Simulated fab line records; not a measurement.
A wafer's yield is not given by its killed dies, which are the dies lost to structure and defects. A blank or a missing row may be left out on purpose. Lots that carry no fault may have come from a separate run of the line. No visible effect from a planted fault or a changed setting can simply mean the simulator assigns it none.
fab line records + flow berkeley_cmos170
record
- lots=6
- wafers=18
- last_day=11
route steps=331 shown ACTIVE@68 PFIELD@79
lots that met no fault: from a run of the same line without faults
start_h: the number of hours between the record's first day and the start of the first shown wafer of the lot + wait_h: hours elapsed since this lot's preceding step + " repeats the value in the row above + L1.1+2: a row that stands for several wafers + - no value, or no start given + * or withheld: withheld + < > ~ a bound
route shown NAME@n: NAME is a module with steps in the file, n the number in the route of the first one + usual: mean and standard deviation over wafers with no fault + same: alike in all rows + chamber/n: place in a boat + sites: readings site by site + _std_site: the standard deviation of these + _edge_site: outer sites' mean less inner sites' + radius_mm: for every site, how far away it sits from the centre of the wafer + mask NAME#n: copy n + behind: the most recent tool/chamber to have shaped the wafer + hold: why the lot was held/for how many hours/how that ended + device: the transistor (n, p or np) that didn't switch + end of line: tests of these same wafers at the route's end + where a step has no rows: the recipe by itself + killed: dies that structure and defects cost at the first sort, which is not the same as the wafer's yield + map: shows each die of a wafer: x if killed, . if not, _ if none is there
set.NAME: the setting as run; set.NAME@STEP: as run at that earlier step + model.NAME: the simulator's own value behind a step, which no gauge read
lots at some steps of the route; a table a step, a row a wafer
services: the hour from which a tool's chamber was out of use, counted from the record's first day as start_h (under 0 if before that day), plus the number of hours and why
## steps
# step UCB170_ACTIVE_COAT_08
# recipe
- resist=KrF
- spin_rpm=1500
- resist_thk_nm=900
# step UCB170_ACTIVE_SOFTBAKE_09
# recipe
- resist=KrF
- temp_c=130
- time_s=60
# step UCB170_ACTIVE_EXPOSE_10
# recipe
- mask_id=ACTIVE
- target_cd_nm=1200
- na=0.5
- sigma_outer=0.6
- source_shape=conventional
- dose_mj=20
# step UCB170_ACTIVE_PEB_11
# recipe
- peb_temp_c=130
- peb_time_s=withheld
- resist=KrF
# step UCB170_ACTIVE_DEVELOP_12
# recipe
- developer=TMAH
- develop_time_s=45
- resist=KrF
- dev_temp_c=21
# step UCB170_ACTIVE_CD_MEAS_13
# recipe
- target_cd_nm=1200
# usual
- cd_nm=1199.9/1.6
| lot.wafer | tool      | chamber | start_h | wait_h | cd_nm  |
|-----------|-----------|---------|---------|--------|--------|
| L385.4    | cd_sem-02 | -       | 126.82  | -      | 1197.3 |
| L385.5    | "         | -       | "       | "      | 1195.9 |
| L385.6    | "         | -       | "       | "      | 1197.2 |
| L384.1    | cd_sem-01 | -       | 127.03  | -      | 1200.5 |
| L384.2    | "         | -       | "       | "      | 1200.9 |
| L384.6    | "         | -       | "       | "      | 1199.3 |
| L391.2    | cd_sem-02 | -       | 158.54  | -      | 1201.2 |
| L391.4    | "         | -       | "       | "      | 1202.1 |
| L391.6    | "         | -       | "       | "      | 1201.8 |
| L392.1    | cd_sem-01 | -       | 158.79  | -      | 1199.3 |
| L392.2    | "         | -       | "       | "      | 1198.0 |
| L392.4    | "         | -       | "       | "      | 1198.1 |
| L395.1    | cd_sem-02 | -       | 178.98  | -      | 1202.2 |
| L395.2    | "         | -       | "       | "      | 1201.6 |
| L395.5    | "         | -       | "       | "      | 1201.4 |
| L397.1    | cd_sem-02 | -       | 181.15  | -      | 1197.4 |
| L397.3    | "         | -       | "       | "      | 1198.0 |
| L397.6    | "         | -       | "       | "      | 1198.9 |
# step UCB170_ACTIVE_OVL_MEAS_14
# usual
- ACTIVE_OVL=0/5.8
| lot.wafer | tool       | chamber | start_h | wait_h | ACTIVE_OVL[nm] |
|-----------|------------|---------|---------|--------|----------------|
| L385.4    | overlay-01 | -       | 126.90  | 0.1    | -4             |
| L385.5    | "          | -       | "       | "      | 7              |
| L385.6    | "          | -       | "       | "      | -9             |
| L384.1    | overlay-01 | -       | 127.15  | 0.1    | -1             |
| L384.2    | "          | -       | "       | "      | 5              |
| L384.6    | "          | -       | "       | "      | 0              |
| L391.2    | overlay-02 | -       | 158.64  | 0.1    | 3              |
| L391.4    | "          | -       | "       | "      | 4              |
| L391.6    | "          | -       | "       | "      | -8             |
| L392.1    | overlay-01 | -       | 158.91  | 0.1    | -9             |
| L392.2    | "          | -       | "       | "      | -2             |
| L392.4    | "          | -       | "       | "      | -4             |
| L395.1    | overlay-01 | -       | 179.10  | 0.1    | -1             |
| L395.2    | "          | -       | "       | "      | -1             |
| L395.5    | "          | -       | "       | "      | 3              |
| L397.1    | overlay-01 | -       | 181.27  | 0.1    | 3              |
| L397.3    | "          | -       | "       | "      | 1              |
| L397.6    | "          | -       | "       | "      | 3              |
# step UCB170_ACTIVE_ETCH_15
# recipe
- chemistry=CH3F/Ar/O2
- target=Si3N4
- stop_on=SiO2
- CH3F_flow_sccm=20
- Ar_flow_sccm=50
- O2_flow_sccm=7
- pressure_mtorr=50
- rf_w=443.3
- target_depth_a=2420
- over_etch_frac=0.1
- time_s=151
# usual
- drypump_motor_current_A=5.9/0.42
- mfc_ar_sccm=50.00/0.15
- oes_product_au=0.949/0.015
- rf_fwd_power_W=441.5/1.3
- throttle_valve_pct=8.11/0.1
| lot.wafer | tool        | chamber | start_h | wait_h | drypump_motor_current_A | mfc_ar_sccm | oes_product_au | rf_fwd_power_W | rf_hours_counter_h | throttle_valve_pct |
|-----------|-------------|---------|---------|--------|-------------------------|-------------|----------------|----------------|--------------------|--------------------|
| L385.4    | rie_diel-02 | 3       | 126.92  | 0.0    | 6.5                     | 49.91       | 0.947          | 439.2          | 82                 | 8.05               |
| L385.5    | "           | 2       | "       | "      | 6.1                     | 50.12       | 0.947          | 441.2          | -                  | 8.35               |
| L385.6    | "           | 1       | "       | "      | 6.5                     | 49.82       | 0.972          | 442.6          | -                  | 8.00               |
| L384.1    | rie_diel-04 | 2       | 127.19  | 0.0    | 6.6                     | 50.21       | 0.941          | 441.5          | 124                | 8.18               |
| L384.2    | "           | 1       | "       | "      | 5.6                     | 49.97       | 0.938          | 439.6          | 39                 | 8.07               |
| L384.6    | "           | 1       | "       | "      | 5.6                     | 50.10       | 0.943          | 441.6          | -                  | 8.07               |
| L391.2    | rie_diel-04 | 0       | 158.67  | 0.0    | 5.5                     | 50.07       | 0.946          | 443.1          | 17                 | 8.17               |
| L391.4    | "           | 1       | "       | "      | 5.6                     | 49.86       | 0.936          | 440.4          | 41                 | 8.05               |
| L391.6    | "           | 0       | "       | "      | 5.6                     | 50.03       | 0.948          | 442.9          | -                  | 8.18               |
| L392.1    | rie_diel-02 | 2       | 158.95  | 0.0    | 6.0                     | 50.28       | 0.957          | 444.0          | 42                 | 8.34               |
| L392.2    | "           | 0       | "       | "      | 5.8                     | 50.05       | 0.947          | 441.3          | 128                | 8.18               |
| L392.4    | "           | 1       | "       | "      | 6.5                     | 49.70       | 0.970          | 443.3          | 55                 | 7.99               |
| L395.1    | rie_diel-02 | 0       | 179.14  | 0.0    | 5.9                     | 49.96       | 0.940          | 438.7          | 129                | 8.18               |
| L395.2    | "           | 3       | "       | "      | 6.5                     | 50.05       | 0.958          | 442.2          | 85                 | 8.06               |
| L395.5    | "           | 1       | "       | "      | 6.4                     | 49.78       | 0.981          | 442.1          | -                  | 7.99               |
| L397.1    | rie_diel-01 | 1       | 181.31  | 0.0    | 5.3                     | 50.02       | 0.926          | 440.6          | 34                 | 8.04               |
| L397.3    | "           | 0       | "       | "      | 6.0                     | 49.68       | 0.945          | 442.2          | 10                 | 7.96               |
| L397.6    | "           | 1       | "       | "      | 5.3                     | 50.06       | 0.918          | 442.0          | -                  | 8.06               |
# step UCB170_ACTIVE_STRIP_16
# recipe
- chemistry=O2
- power_w=400
- pressure_mtorr=3500
- platen_temp_c=withheld
- o2_flow_sccm=400
- overash_fraction=0.5
# usual
- drypump_motor_current_A=5.5/0.57
- oes_product_au=0.722/0.0043
- strip_time_to_endpoint_s=18.14/0.075
| lot.wafer | tool            | chamber | start_h | wait_h | drypump_motor_current_A | oes_product_au | rf_hours_counter_h | strip_time_to_endpoint_s |
|-----------|-----------------|---------|---------|--------|-------------------------|----------------|--------------------|--------------------------|
| L385.4    | plasma_asher-04 | 1       | 127.05  | 0.1    | 5.3                     | 0.722          | -                  | 18.07                    |
| L385.5    | "               | 0       | "       | "      | 4.6                     | 0.731          | -                  | 18.06                    |
| L385.6    | "               | 1       | "       | "      | 5.3                     | 0.722          | -                  | 18.17                    |
| L384.1    | plasma_asher-02 | 0       | 127.29  | 0.1    | 5.8                     | 0.719          | 1                  | 18.28                    |
| L384.2    | "               | 1       | "       | "      | 6.3                     | 0.726          | 1                  | 18.32                    |
| L384.6    | "               | 0       | "       | "      | 5.8                     | 0.719          | -                  | 18.25                    |
| L391.2    | plasma_asher-02 | 1       | 158.77  | 0.1    | 6.3                     | 0.718          | 5                  | 18.02                    |
| L391.4    | "               | 1       | "       | "      | 6.2                     | 0.723          | -                  | 18.13                    |
| L391.6    | "               | 0       | "       | "      | 5.8                     | 0.730          | -                  | 18.04                    |
| L392.1    | plasma_asher-04 | 1       | 159.05  | 0.1    | 5.3                     | 0.723          | 46                 | 18.12                    |
| L392.2    | "               | 0       | "       | "      | 4.6                     | 0.723          | 46                 | 18.18                    |
| L392.4    | "               | 1       | "       | "      | 5.3                     | 0.718          | -                  | 18.14                    |
| L395.1    | plasma_asher-02 | 0       | 179.24  | 0.1    | 5.8                     | 0.720          | 8                  | 18.13                    |
| L395.2    | "               | 1       | "       | "      | 6.3                     | 0.723          | 8                  | 18.01                    |
| L395.5    | "               | 0       | "       | "      | 5.8                     | 0.723          | -                  | 18.08                    |
| L397.1    | plasma_asher-04 | 1       | 181.41  | 0.1    | 5.3                     | 0.720          | 48                 | 18.16                    |
| L397.3    | "               | 0       | "       | "      | 4.6                     | 0.720          | -                  | 18.16                    |
| L397.6    | "               | 1       | "       | "      | 5.2                     | 0.714          | -                  | 18.19                    |
# step UCB170_ACTIVE_CD_MEAS_90
# recipe
- target_cd_nm=1200
# usual
- cd_nm=1200.0/1.6
| lot.wafer | tool      | chamber | start_h | wait_h | cd_nm  |
|-----------|-----------|---------|---------|--------|--------|
| L385.4    | cd_sem-02 | -       | 127.18  | 0.1    | 1197.6 |
| L385.5    | "         | -       | "       | "      | 1196.3 |
| L385.6    | "         | -       | "       | "      | 1196.7 |
| L384.1    | cd_sem-02 | -       | 127.39  | 0.1    | 1200.5 |
| L384.2    | "         | -       | "       | "      | 1201.2 |
| L384.6    | "         | -       | "       | "      | 1199.7 |
| L391.2    | cd_sem-02 | -       | 158.89  | 0.1    | 1200.9 |
| L391.4    | "         | -       | "       | "      | 1201.9 |
| L391.6    | "         | -       | "       | "      | 1201.4 |
| L392.1    | cd_sem-02 | -       | 159.15  | 0.1    | 1199.3 |
| L392.2    | "         | -       | "       | "      | 1198.2 |
| L392.4    | "         | -       | "       | "      | 1198.2 |
| L395.1    | cd_sem-02 | -       | 179.34  | 0.1    | 1202.1 |
| L395.2    | "         | -       | "       | "      | 1201.6 |
| L395.5    | "         | -       | "       | "      | 1201.8 |
| L397.1    | cd_sem-01 | -       | 181.51  | 0.1    | 1197.6 |
| L397.3    | "         | -       | "       | "      | 1198.3 |
| L397.6    | "         | -       | "       | "      | 1199.7 |
# step UCB170_ACTIVE_CLEAN_17
# recipe
- chemistry=SPM
- temp_c=120
- time_s=600
# step UCB170_PFIELD_HMDS_00
# recipe
- prime_time_s=60
- prime_temp_c=100
# step UCB170_PFIELD_COAT_01
# recipe
- resist=KrF
- spin_rpm=1500
- resist_thk_nm=900
# usual
- chill_plate_temp_C=23.01/0.11
- dispense_pressure_kPa=47.3/2.3
| lot.wafer | tool           | chamber | start_h | wait_h | chill_plate_temp_C | dispense_pressure_kPa |
|-----------|----------------|---------|---------|--------|--------------------|-----------------------|
| L384.1    | litho_track-04 | 0       | 128.88  | 0.1    | 22.97              | 44.1                  |
| L384.2    | "              | 0       | "       | "      | 22.92              | 44.1                  |
| L384.6    | "              | 0       | "       | "      | 23.15              | 44.2                  |
| L385.4    | litho_track-02 | 0       | 128.92  | 0.1    | 22.89              | 48.4                  |
| L385.5    | "              | 0       | "       | "      | 22.89              | 48.4                  |
| L385.6    | "              | 0       | "       | "      | 23.00              | 48.4                  |
| L391.2    | litho_track-01 | -       | 159.66  | 0.1    | -                  | -                     |
| L391.4    | "              | -       | "       | "      | -                  | -                     |
| L391.6    | "              | -       | "       | "      | -                  | -                     |
| L392.1    | litho_track-04 | -       | 159.67  | 0.1    | -                  | -                     |
| L392.2    | "              | -       | "       | "      | -                  | -                     |
| L392.4    | "              | -       | "       | "      | -                  | -                     |
| L395.1    | litho_track-04 | 0       | 179.94  | 0.1    | 22.87              | 44.1                  |
| L395.2    | "              | 0       | "       | "      | 22.96              | 44.1                  |
| L395.5    | "              | 0       | "       | "      | 22.99              | 44.1                  |
| L397.1    | litho_track-02 | 0       | 181.96  | 0.1    | 23.02              | 48.4                  |
| L397.3    | "              | 0       | "       | "      | 23.18              | 48.3                  |
| L397.6    | "              | 0       | "       | "      | 23.19              | 48.3                  |
# step UCB170_PFIELD_SOFTBAKE_02
# recipe
- resist=KrF
- temp_c=130
- time_s=60
# step UCB170_PFIELD_EXPOSE_03
# recipe
- mask_id=PFIELD
- na=0.5
- sigma_outer=0.6
- source_shape=conventional
- target_cd_nm=1500
- dose_mj=30
# step UCB170_PFIELD_PEB_04
# recipe
- peb_temp_c=130
- peb_time_s=withheld
- resist=KrF
# step UCB170_PFIELD_DEVELOP_05
# recipe
- developer=TMAH
- develop_time_s=45
- resist=KrF
- dev_temp_c=21
# step UCB170_PFIELD_OVL_MEAS_06
# usual
- PFIELD_OVL=0/5.8
| lot.wafer | tool       | chamber | start_h | wait_h | PFIELD_OVL[nm] |
|-----------|------------|---------|---------|--------|----------------|
| L385.4    | overlay-01 | -       | 129.68  | -      | 10             |
| L385.5    | "          | -       | "       | "      | 14             |
| L385.6    | "          | -       | "       | "      | 4              |
| L384.1    | overlay-01 | -       | 130.32  | -      | 17             |
| L384.2    | "          | -       | "       | "      | 5              |
| L384.6    | "          | -       | "       | "      | 8              |
| L391.2    | overlay-01 | -       | 160.84  | -      | -              |
| L391.4    | "          | -       | "       | "      | -              |
| L391.6    | "          | -       | "       | "      | -              |
| L392.1    | overlay-01 | -       | 161.24  | -      | -              |
| L392.2    | "          | -       | "       | "      | -              |
| L392.4    | "          | -       | "       | "      | -              |
| L395.1    | overlay-02 | -       | 180.67  | -      | -6             |
| L395.2    | "          | -       | "       | "      | -10            |
| L395.5    | "          | -       | "       | "      | -7             |
| L397.1    | overlay-02 | -       | 183.54  | -      | 1              |
| L397.3    | "          | -       | "       | "      | -4             |
| L397.6    | "          | -       | "       | "      | 0              |
# step UCB170_PFIELD_IMPLANT_07
# recipe
- species=B
- dose_cm2=2e+13
- energy_kev=80
- tilt_deg=7
## services
| tool            | chamber | start_h | hours | kind       |
|-----------------|---------|---------|-------|------------|
| rie_diel-01     | 1       | 103.90  | 20.6  | repair     |
| plasma_asher-02 | -       | 108.75  | 9.0   | pm         |
| plasma_asher-02 | 0       | 108.75  | 9.0   | vent_cycle |
| plasma_asher-02 | 1       | 108.75  | 9.0   | vent_cycle |
| rie_diel-04     | -       | 114.88  | 2.5   | repair     |
| plasma_asher-02 | 0       | 117.75  | -     | clean      |
| plasma_asher-02 | 1       | 117.75  | -     | clean      |
| rie_diel-01     | 3       | 120.03  | 9.3   | repair     |
| rie_diel-01     | 2       | 155.15  | 9.8   | repair     |
| rie_diel-01     | 3       | 172.85  | 21.7  | repair     |
| plasma_asher-04 | -       | 174.07  | 3.2   | repair     |
## key
first_sign
- step=UCB170_PFIELD_COAT_01
- reading=tool_record
- direction=missing
effect
- step=UCB170_PFIELD_OVL_MEAS_06
- reading=PFIELD_OVL
- direction=missing
met_at UCB170_PFIELD_COAT_01
struck_wafers L391.2,L391.4,L391.6,L392.1,L392.2,L392.4
sort_left_out L391.2,L391.4,L391.6,L392.1,L392.2,L392.4
tester_left_out L391,L392
onset_between 128.88 159.66
fault
- kind=skipped_step_whole
- tool=litho_track-01,litho_track-04
- chamber=-
- onset_h=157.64
- steps=UCB170_PFIELD_COAT_01
- scope=struck_lots_only
# tester_left_out: of these lots the tester's yield and bins aren't shown, on N5 and GAA mostly nor the transistor test; their killed dies are dies lost to structure and defects alone, not to doping, threshold or leakage, so they don't give the yield
# sort_left_out: the simulated sort isn't trusted on such a fault, so these wafers' sort isn't shown, and their yield isn't known
